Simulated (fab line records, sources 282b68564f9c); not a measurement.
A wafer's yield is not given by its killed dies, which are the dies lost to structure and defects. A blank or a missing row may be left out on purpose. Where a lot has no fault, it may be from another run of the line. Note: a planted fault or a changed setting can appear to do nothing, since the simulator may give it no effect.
The tool behind it: which one? || flow rit cmos || Sampling: 13 lots, 38 wafers, 5 of 202 route steps

WHAT THE GAUGES SHOWED, per wafer
RIT_ACTIVE_CD_MEAS_11: target cd 1400 nm.
{"lot": "L910", "measured": "day 1 14:28", "on": "cd sem-02", "cd nm (nm)": "1404.5 1401.7 1403.0"}
{"lot": "L912", "measured": "day 2 00:28", "on": "cd sem-02", "cd nm (nm)": "1400.9 1400.6 1400.6"}
{"lot": "L913", "measured": "day 2 05:34", "on": "cd sem-02", "cd nm (nm)": "1398.9 1397.3 1398.4"}
{"lot": "L914", "measured": "day 2 10:26", "on": "cd sem-01", "cd nm (nm)": "1399.6 1397.9 1397.6"}
{"lot": "L916", "measured": "day 2 20:26", "on": "cd sem-01", "cd nm (nm)": "1399.1 1401.6 1399.7"}
{"lot": "L918", "measured": "day 3 06:34", "on": "cd sem-01", "cd nm (nm)": "1398.9 1400.3 1397.2"}
{"lot": "L919", "measured": "day 3 11:28", "on": "cd sem-02", "cd nm (nm)": "1399.7 1399.8 1400.7"}
{"lot": "L921", "measured": "day 3 21:37", "on": "cd sem-01", "cd nm (nm)": "1401.1 1405.3 1402.4"}
{"lot": "L922", "measured": "day 4 02:28", "on": "cd sem-01", "cd nm (nm)": "1402.0 1401.7 1400.8"}
{"lot": "L923", "measured": "day 4 08:43", "on": "cd sem-02", "cd nm (nm)": "1399.1 1397.9 1400.5"}
{"lot": "L926", "measured": "day 4 22:34", "on": "cd sem-02", "cd nm (nm)": "1402.2 1401.1"}
{"lot": "L927", "measured": "day 5 04:08", "on": "cd sem-02", "cd nm (nm)": "1398.3 1399.4 1399.9"}
{"lot": "L932", "measured": "day 6 04:58", "on": "cd sem-02", "cd nm (nm)": "1399.1 1397.0 1398.7"}

RIT_PRETRO_OVL_MEAS_06.
{"lot": "L910", "measured": "day 2 06:38", "on": "overlay-02", "PRETRO_OVL (nm)": "2.2 0.5 -0.5"}
{"lot": "L912", "measured": "day 2 17:14", "on": "overlay-02", "PRETRO_OVL (nm)": "1.7 0.5 1.6"}
{"lot": "L913", "measured": "day 2 22:29", "on": "overlay-02", "PRETRO_OVL (nm)": "0.3 -0.1 2.6"}
{"lot": "L914", "measured": "day 3 02:58", "on": "overlay-01", "PRETRO_OVL (nm)": "1.0 1.1 0.8"}
{"lot": "L916", "measured": "day 3 12:50", "on": "overlay-02", "PRETRO_OVL (nm)": "0.6 -0.7 -0.7"}
{"lot": "L918", "measured": "day 3 23:01", "on": "overlay-02", "PRETRO_OVL (nm)": "0.6 0.4 0.1"}
{"lot": "L919", "measured": "day 4 05:02", "on": "overlay-01", "PRETRO_OVL (nm)": "1.7 0.7 -0.3"}
{"lot": "L921", "measured": "day 4 15:28", "on": "overlay-02", "PRETRO_OVL (nm)": "-1.9 -1.5 -1.0"}
{"lot": "L922", "measured": "day 4 20:37", "on": "overlay-01", "PRETRO_OVL (nm)": "-0.9 -1.2 -0.8"}
{"lot": "L923", "measured": "day 5 01:34", "on": "overlay-02", "PRETRO_OVL (nm)": "-1.1 0.6 -0.4"}
{"lot": "L926", "measured": "day 5 21:04", "on": "overlay-02", "PRETRO_OVL (nm)": "1.2 2.4"}
{"lot": "L927", "measured": "day 6 00:41", "on": "overlay-02", "PRETRO_OVL (nm)": "0.9 1.3 2.4"}
{"lot": "L932", "measured": "day 7 01:05", "on": "overlay-01", "PRETRO_OVL (nm)": "-2.2 0.7 -1.0"}

RIT_GATE_CD_MEAS_16: target cd 150 nm.
{"lot": "L910", "measured": "day 2 11:46", "on": "cd sem-01", "cd nm (nm)": "144.1 145.3 144.5"}
{"lot": "L912", "measured": "day 2 23:25", "on": "cd sem-02", "cd nm (nm)": "151.5 150.9 150.2"}
{"lot": "L913", "measured": "day 3 03:41", "on": "cd sem-01", "cd nm (nm)": "149.2 148.5 147.3"}
{"lot": "L914", "measured": "day 3 08:12", "on": "cd sem-01", "cd nm (nm)": "150.1 148.8 151.7"}
{"lot": "L916", "measured": "day 3 19:28", "on": "cd sem-01", "cd nm (nm)": "150.6 147.1 147.9"}
{"lot": "L918", "measured": "day 4 05:15", "on": "cd sem-02", "cd nm (nm)": "152.2 150.8 151.1"}
{"lot": "L919", "measured": "day 4 10:37", "on": "cd sem-01", "cd nm (nm)": "149.5 147.7 149.1"}
{"lot": "L921", "measured": "day 4 21:09", "on": "cd sem-01", "cd nm (nm)": "149.8 148.6 150.4"}
{"lot": "L922", "measured": "day 5 02:43", "on": "cd sem-01", "cd nm (nm)": "152.7 153.4 153.0"}
{"lot": "L923", "measured": "day 5 10:08", "on": "cd sem-02", "cd nm (nm)": "149.1 148.3 151.5"}
{"lot": "L926", "measured": "day 6 04:41", "on": "cd sem-01", "cd nm (nm)": "137.7 139.0"}
{"lot": "L927", "measured": "day 6 06:33", "on": "cd sem-01", "cd nm (nm)": "152.0 151.6 153.6"}
{"lot": "L932", "measured": "day 7 09:32", "on": "cd sem-02", "cd nm (nm)": "149.7 149.2 150.2"}

RIT_NLDD_TW_MEAS_10.
{"lot": "L910", "measured": "day 2 16:57", "on": "film metro-02", "NLDD_TW": "2483 2490 2490"}
{"lot": "L912", "measured": "day 3 04:38", "on": "film metro-01", "NLDD_TW": "2548 2542 2535"}
{"lot": "L913", "measured": "day 3 09:05", "on": "film metro-02", "NLDD_TW": "2498 2481 2486"}
{"lot": "L914", "measured": "day 3 13:26", "on": "film metro-04", "NLDD_TW": "2519 2521 2521"}
{"lot": "L916", "measured": "day 4 00:37", "on": "film metro-04", "NLDD_TW": "2534 2557 2532"}
{"lot": "L918", "measured": "day 4 11:22", "on": "film metro-02", "NLDD_TW": "2497 2484 2491"}
{"lot": "L919", "measured": "day 4 16:44", "on": "film metro-04", "NLDD_TW": "2528 2538 2530"}
{"lot": "L921", "measured": "day 5 03:01", "on": "film metro-02", "NLDD_TW": "2497 2499 2492"}
{"lot": "L922", "measured": "day 5 08:08", "on": "film metro-04", "NLDD_TW": "2540 2541 2541"}
{"lot": "L923", "measured": "day 5 15:35", "on": "film metro-04", "NLDD_TW": "2534 2533 2537"}
{"lot": "L926", "measured": "day 6 10:09", "on": "film metro-04", "NLDD_TW": "2492 2507"}
{"lot": "L927", "measured": "day 6 13:11", "on": "film metro-04", "NLDD_TW": "2510 2496 2507"}
{"lot": "L932", "measured": "day 7 14:48", "on": "film metro-04", "NLDD_TW": "2507 2510 2508"}

WHICH TOOL RAN EACH LOT (tool, then ch and the chambers of the sampled wafers, then the start)
{"lot": "L910", "RIT_GATE_EXPOSE_13": "iline stepper-01 ch 0, day 2 11:22"}
{"lot": "L912", "RIT_GATE_EXPOSE_13": "iline stepper-02 ch 0, day 2 23:01"}
{"lot": "L913", "RIT_GATE_EXPOSE_13": "iline stepper-01 ch 0, day 3 03:17"}
{"lot": "L914", "RIT_GATE_EXPOSE_13": "iline stepper-02 ch 0, day 3 07:46"}
{"lot": "L916", "RIT_GATE_EXPOSE_13": "iline stepper-01 ch 0, day 3 19:04"}
{"lot": "L918", "RIT_GATE_EXPOSE_13": "iline stepper-02 ch 0, day 4 04:51"}
{"lot": "L919", "RIT_GATE_EXPOSE_13": "iline stepper-01 ch 0, day 4 10:01"}
{"lot": "L921", "RIT_GATE_EXPOSE_13": "iline stepper-01 ch 0, day 4 20:37"}
{"lot": "L922", "RIT_GATE_EXPOSE_13": "iline stepper-01 ch 0, day 5 02:19"}
{"lot": "L923", "RIT_GATE_EXPOSE_13": "iline stepper-02 ch 0, day 5 09:44"}
{"lot": "L926", "RIT_GATE_EXPOSE_13": "iline stepper-02 ch 0, day 6 04:17"}
{"lot": "L927", "RIT_GATE_EXPOSE_13": "iline stepper-01 ch 0, day 6 06:09"}
{"lot": "L932", "RIT_GATE_EXPOSE_13": "iline stepper-02 ch 0, day 7 08:58"}
- RIT_GATE_EXPOSE_13: exposes mask M6, target cd 150 nm.

WHAT THE TOOLS THEMSELVES READ (means of the sampled wafers that have a number; where no wafer has one, the mark that the record gives instead)
The record holds no such reading with a usual standard deviation.

THE ANSWER, worked out from the rows above alone
Rule: the usual values come from the lots themselves. The widest of any qualifying gaps counts: lots, ordered by their means at a reading, are off when they make up no more than a third of the lots, leave a main group of 4 or more, and stand apart from it by 3 or more times the standard deviation of that group's means. Not used: any main group whose means are identical at the precision the tables above print for the reading. Also off: a lot with no number at a reading for which 4 or more lots have one. The other lots that the step has rows for count as sound. After the gauges, taken in route order, come the tools' own readings; for these a lot's mean is taken, as printed above. The first step at which some lot is off is used, and at that step the reading that is off furthest; a lot without a number counts as furthest.
Off: L926 (RIT_GATE_CD_MEAS_16, cd nm). The main group has a mean of 149.8 nm with a standard deviation of 2.1.
A tool fits if, at a process step before that reading, it ran every lot that is off, and no sound lot after the first of them. Gauges at RIT_GATE_CD_MEAS_16: tried the same way as those tools. Of those tried, none fits.

WHAT THE SIMULATOR PUT IN
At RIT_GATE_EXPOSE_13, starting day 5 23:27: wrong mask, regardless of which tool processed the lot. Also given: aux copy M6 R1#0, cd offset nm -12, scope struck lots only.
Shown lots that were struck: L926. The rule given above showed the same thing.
